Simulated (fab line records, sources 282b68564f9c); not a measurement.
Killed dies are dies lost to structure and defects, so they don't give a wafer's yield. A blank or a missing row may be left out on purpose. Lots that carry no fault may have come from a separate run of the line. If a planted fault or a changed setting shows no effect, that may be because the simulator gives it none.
Struck lot and sound lot, side by side	flow rit cmos	18 out of 202 route steps
Sound: these wafers, L302.2, L302.4, L302.5. Wafers struck: L308.1, L308.3, L308.6. At the end, the cause is stated.
At each step with rows: each side's tool, then ch and its chambers, then its first start. Under that, the readings that differ: sound wafers	struck wafers	difference of the means	sigmas: that difference in standard deviations of wafers without a fault.
alike: a reading whose means differ by less than 2 such deviations, as well as words and numbers matching on both sides. not compared: withheld readings; readings where some wafer has no value; bounds like >300 that might hide an equal value; numbers whose values overlap and for which the record gives no deviation.
Wherever a step has rows on one side only, a row that says differs or no value, or a row with sigmas, the two part there. Numbers that have no deviation but don't overlap get no sigmas and don't part them. A reading missing from all wafers of one side parts the sides only when that side holds two or more wafers.

RIT_M1_SPUTTER_00: material Al, target thk 400 nm, time 500 s.
  struck on pvd sputter-04, day 8 05:26; sound on pvd sputter-01, day 7 02:51
  alike: throttle valve pct
RIT_M1_RS_MEAS_01: measures by four-point-probe.
  struck on film metro-04, day 8 05:44; sound on film metro-01, day 7 03:11
  alike: M1_AL_RS
RIT_M1_THK_MEAS_02: measures by xrf.
  struck on film metro-04, day 8 05:51; sound on film metro-01, day 7 03:18
  alike: M1_AL_THK
then, 6 steps without rows for these wafers: RIT_M1_HMDS_03 (prime time 60 s); RIT_M1_COAT_04 (resist thk 1300 nm); RIT_M1_SOFTBAKE_05 (time 60 s); RIT_M1_EXPOSE_06 (exposes mask M12, target cd 2600 nm); RIT_M1_PEB_07; RIT_M1_DEVELOP_08 (develop time 68 s).
RIT_M1_CD_MEAS_09: target cd 2600 nm.
  struck on cd sem-01, day 8 06:47; sound on cd sem-01, day 7 04:31
  alike: cd nm
RIT_M1_OVL_MEAS_10:
  struck on overlay-02, day 8 06:55; sound on overlay-01, day 7 04:37
  alike: M1_OVL
then, 1 step without rows for these wafers: RIT_M1_HARDBAKE_11 (time 120 s).
RIT_M1_METAL_ETCH_12: etches Al in Cl2/BCl3, stops on SiO2, time 165 s, target depth 600 nm.
  sound on rie metal-03 ch 0,1, day 7 04:53; struck on rie metal-01 ch 0, day 8 07:12
reading	sound	struck	difference	sigmas
drypump motor current A (A)	5.7 5.5 5.6	6.4 6.4 6.4	+0.8	+3
oes product au (a.u.)	0.765 0.761 0.763	0.655 0.648 0.648	-0.113	-11
over etch frac	0.5 0.5 0.5	1.039 1.039 1.039	+0.539	
model.NOVOLAK_of_M1_COAT_04.thk nm (nm)	820.8 821.3 824	707.5 708.2 700.6	-116.6	
model.M1.feature depth nm (nm)	422.2 433.1 433.9	446.9 446.8 446.9	+17.1	
  alike: mfc cl2 sccm, throttle valve pct
  not compared: rf hours counter h, model.SiO2_of_CONTACT_CVD_00.thk nm
then, 1 step without rows for these wafers: RIT_M1_STRIP_13 (strips in nmp, time 600 s).
RIT_M1_STRIP_14: strips in O2, time 180 s.
  sound on plasma asher-04 ch 0,1, day 7 05:14; struck on plasma asher-04 ch 1, day 8 07:32
  alike: drypump motor current A, rf refl power W
  not compared: rf hours counter h
RIT_M1_CD_MEAS_90: target cd 2600 nm.
  struck on cd sem-02, day 8 07:43; sound on cd sem-02, day 7 05:26
reading	sound	struck	difference	sigmas
cd nm (nm)	2603 2600 2599	2591 2591 2591	-10	-3
then, 1 step without rows for these wafers: RIT_M1_ANNEAL_15 (time 1800 s).
RIT_M1_PROBE_99:
  struck on prober-02, day 8 09:27; sound on prober-01, day 7 07:12
reading	sound	struck	difference	sigmas
model.etest.antenna m1.vt shift v (V)	-0.014 -0.01076 -0.01003	-0.02908 -0.02136 -0.02411	-0.01325	
  alike: defect limited yield, killed at contacts, killed at front end, killed dies, killed open, killed short, sort_bin_3_pad_short, sort_bin_5_function, sort_bin_6_memory, sort n pass, sort yield pct

## WHERE THEY PART
At RIT_M1_METAL_ETCH_12 first; at RIT_M1_CD_MEAS_90 last (within this record only). Later steps at which nothing parts them and some readings are alike: RIT_M1_PROBE_99.

WHY: what the simulator had put in
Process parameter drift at RIT_M1_METAL_ETCH_12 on rie metal-01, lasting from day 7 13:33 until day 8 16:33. From 0.5, the setting over etch frac moved by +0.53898.
